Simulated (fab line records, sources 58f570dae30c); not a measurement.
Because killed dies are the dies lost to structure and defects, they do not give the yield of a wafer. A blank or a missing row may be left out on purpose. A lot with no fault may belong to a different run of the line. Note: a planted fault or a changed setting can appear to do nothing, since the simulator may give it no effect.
Lot-split experiment | flow berkeleyCmos170 | 5 lots, 23 wafers read, on a route of 331 steps

== ON THE SPLIT ==
At UCB170_CONTACT_ETCH_18 (etches PSG in CHF3/CF4/Ar, stops on TiSi2, target depth 840 nm, time 195 s), the setting overEtchFrac was moved away from the recipe's 0.2 on 7 of the 23 wafers read, by -29.5% to -25.9%. For the rest of the wafers, this setting stayed at what the recipe calls for.

The reading comes from the split's own step.

== THE READING ==
KrF_of_CONTACT_COAT_10.thkNm (the simulator's own value, which no gauge read), in nm, at UCB170_CONTACT_ETCH_18 (etches PSG in CHF3/CF4/Ar, stops on TiSi2, target depth 840 nm, time 195 s). There is no usual value for it anywhere in the file. The 16 wafers here that ran the recipe average 693.6 nm, standard deviation 5.5 nm.

wafer  | tool, chamber at the split | overEtchFrac as run | against the recipe | KrF_of_CONTACT_COAT_10.thkNm, nm | against lot-mates on the recipe
L074.1 | rieDiel-01, 1              | 0.2                 | recipe             | 690.6                            | -
L074.2 | rieDiel-01, 0              | 0.2                 | recipe             | 690.5                            | -
L074.3 | rieDiel-01, 3              | 0.2                 | recipe             | 690.6                            | -
L074.4 | rieDiel-01, 2              | 0.2                 | recipe             | 693.2                            | -
L074.6 | rieDiel-01, 0              | 0.2                 | recipe             | 687.7                            | -
L075.1 | rieDiel-01, 1              | 0.2                 | recipe             | 701.3                            | -
L075.2 | rieDiel-01, 2              | 0.1482              | -25.9%             | 704.7                            | +7.3
L075.3 | rieDiel-01, 3              | 0.2                 | recipe             | 696.4                            | -
L075.4 | rieDiel-01, 0              | 0.2                 | recipe             | 694.6                            | -
L075.5 | rieDiel-01, 2              | 0.1482              | -25.9%             | 707.3                            | +9.9
L076.1 | rieDiel-03, 2              | 0.2                 | recipe             | 684                              | -
L076.3 | rieDiel-03, 1              | 0.141               | -29.5%             | 693.9                            | +9.9
L076.4 | rieDiel-03, 1              | 0.2                 | recipe             | 683.9                            | -
L076.5 | rieDiel-03, 2              | 0.141               | -29.5%             | 694.6                            | +10.6
L076.6 | rieDiel-03, 3              | 0.141               | -29.5%             | 695.6                            | +11.6
L082.1 | rieDiel-04, 1              | 0.2                 | recipe             | 696.1                            | -
L082.3 | rieDiel-04, 2              | 0.2                 | recipe             | 704                              | -
L082.5 | rieDiel-04, 2              | 0.2                 | recipe             | 699.9                            | -
L083.2 | rieDiel-04, 2              | 0.2                 | recipe             | 697                              | -
L083.3 | rieDiel-04, 0              | 0.1455              | -27.3%             | 700.4                            | +5.5
L083.4 | rieDiel-04, 1              | 0.2                 | recipe             | 695.2                            | -
L083.5 | rieDiel-04, 2              | 0.1455              | -27.3%             | 706.9                            | +12.0
L083.6 | rieDiel-04, 0              | 0.2                 | recipe             | 692.6                            | -

THE FIT
A straight line over all 23 wafers: KrF_of_CONTACT_COAT_10.thkNm changes by -0.232 nm for each +1% of overEtchFrac; r = -0.47; the points scatter about the line by 5.9 nm.
The same after taking each lot's own level away (the mean of its wafers on the recipe; 23 wafers): -0.344 nm for each +1%; r = -0.90; scatter 2.3 nm.
On that fit, the largest move of overEtchFrac shifts the reading by 10 nm.
From 683.95 to 700.00 nm: that is the span of the lots' own levels, equal to 2.9 times the standard deviation above.
So the lot-to-lot level blurs the effect unless lot-mates are compared.
Check: for one of the wafers moved furthest among these (-29.5%), held out of the fit, the line's prediction against its lot-mates is +10.2 nm. It came out at +9.95 nm against them.

== FURTHER SPLITS ON THESE WAFERS ==
Other splits were also applied to these wafers ahead of the reading. Each is held against what the fit with the lots' levels taken away leaves over:
other split on the same wafers  | wafers away from the commonest value | r with KrF_of_CONTACT_COAT_10.thkNm (lot level and that fit taken away)
UCB170_CONTACT_EXPOSE_12 doseMj | 10                                   | -0.14

== THE FILE'S OWN FIT ==
KrF_of_CONTACT_COAT_10.thkNm changes by -0.34 nm for each +1% of overEtchFrac, r = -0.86.
